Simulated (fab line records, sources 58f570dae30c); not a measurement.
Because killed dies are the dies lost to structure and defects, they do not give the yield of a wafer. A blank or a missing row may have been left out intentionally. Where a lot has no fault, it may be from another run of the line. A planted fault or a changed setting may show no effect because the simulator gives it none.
Struck lot and sound lot, side by side + flow berkeleyCmos170 + 15 out of 331 route steps
Sound: wafers L740.2, L740.3, L740.5. Wafers struck: L727.1, L727.3, L727.6. The cause is named last.
At each step with rows: each side's tool, then ch and its chambers, then its first start. Under that, the readings that differ: sound wafers + struck wafers + difference of the means + sigmas: that difference in standard deviations of wafers without a fault.
alike: words and numbers the same on both sides, and readings whose means are apart by under 2 such deviations; not compared: readings that were withheld, readings missing a value for some wafer, numbers with overlapping values and no deviation given by the record, and bounds like >300 which may hide the same value.
A row with sigmas, a row that says differs or no value, or rows on one side alone: a step with any of these is where the two part. Non-overlapping numbers with no deviation appear without sigmas and do not part them. Lack of a reading on every wafer of one side parts them only where that side has two or more wafers.

UCB170_V2_CD_MEAS_90: the cd target is 700 nm.
  sound on cdSem-01, day 14 05:47; struck on cdSem-02, day 11 17:25
  alike: cdNm
then, 1 step without rows for these wafers: UCB170_M3_PRE_CLEAN_00 (preclean etch time 60 s).
UCB170_M3_SPUTTER_01: material Al, target thk 900 nm, time 120 s.
  sound on pvdSputter-01, day 14 05:57; struck on pvdSputter-01, day 11 17:37
  alike: throttleValvePct
UCB170_M3_RS_MEAS_02: measures by four-point-probe.
  sound on filmMetro-03, day 14 06:04; struck on filmMetro-03, day 11 17:41
  alike: M3_AL_RS
UCB170_M3_THK_MEAS_03: measures by xrf.
  sound on filmMetro-03, day 14 06:10; struck on filmMetro-03, day 11 17:49
  alike: M3_AL_THK
then, 3 steps without rows for these wafers: UCB170_M3_HMDS_04 (prime time 60 s); UCB170_M3_COAT_05 (resist thk 900 nm); UCB170_M3_SOFTBAKE_06 (time 60 s).
UCB170_M3_STRIP_07: strips in O2.
  sound on plasmaAsher-01 ch 0,1, day 14 06:40; struck on plasmaAsher-02 ch 0, day 11 18:25
  alike: drypumpMotorCurrentA, oesProductAu, stripTimeToEndpointS
  not compared: rfHoursCounterH
then, 3 steps without rows for these wafers: UCB170_M3_STRIP_08 (strips KrF in DMSO, time 600 s); UCB170_M3_COAT_09; UCB170_M3_COAT_10 (resist thk 900 nm).
UCB170_M3_SOFTBAKE_11: time 60 s.
  sound on lithoTrack-02 ch 0, day 14 07:00; struck on lithoTrack-04 ch 0, day 11 19:00
| reading               | sound                | struck            | difference                    | sigmas |
|-----------------------|----------------------|-------------------|-------------------------------|--------|
| heaterPowerTotalW (W) | 56.85 56.81 56.80    | 57.83 57.83 57.81 | +1.00                         | +22    |
| plateTempC (C)        | 129.94 129.79 129.90 | - - -             | no value on the struck wafers |        |
| runLengthS (s)        | 89.01 89.21 89.16    | 85.38 85.45 85.15 | -3.80                         | -29    |
then, 1 step without rows for these wafers: UCB170_M3_EXPOSE_12 (exposes mask METAL3, target cd 700 nm).
UCB170_M3_PROBE_99:
  the record holds rows for the sound wafers here (prober-01, day 14 09:52) but none for the struck ones

## WHERE THEY PART
Earliest at UCB170_M3_SOFTBAKE_11; latest, in this record, at UCB170_M3_PROBE_99.

WHY: what had been put in by the simulator
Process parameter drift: lithoTrack-04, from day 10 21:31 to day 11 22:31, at UCB170_M3_SOFTBAKE_11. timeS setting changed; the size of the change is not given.
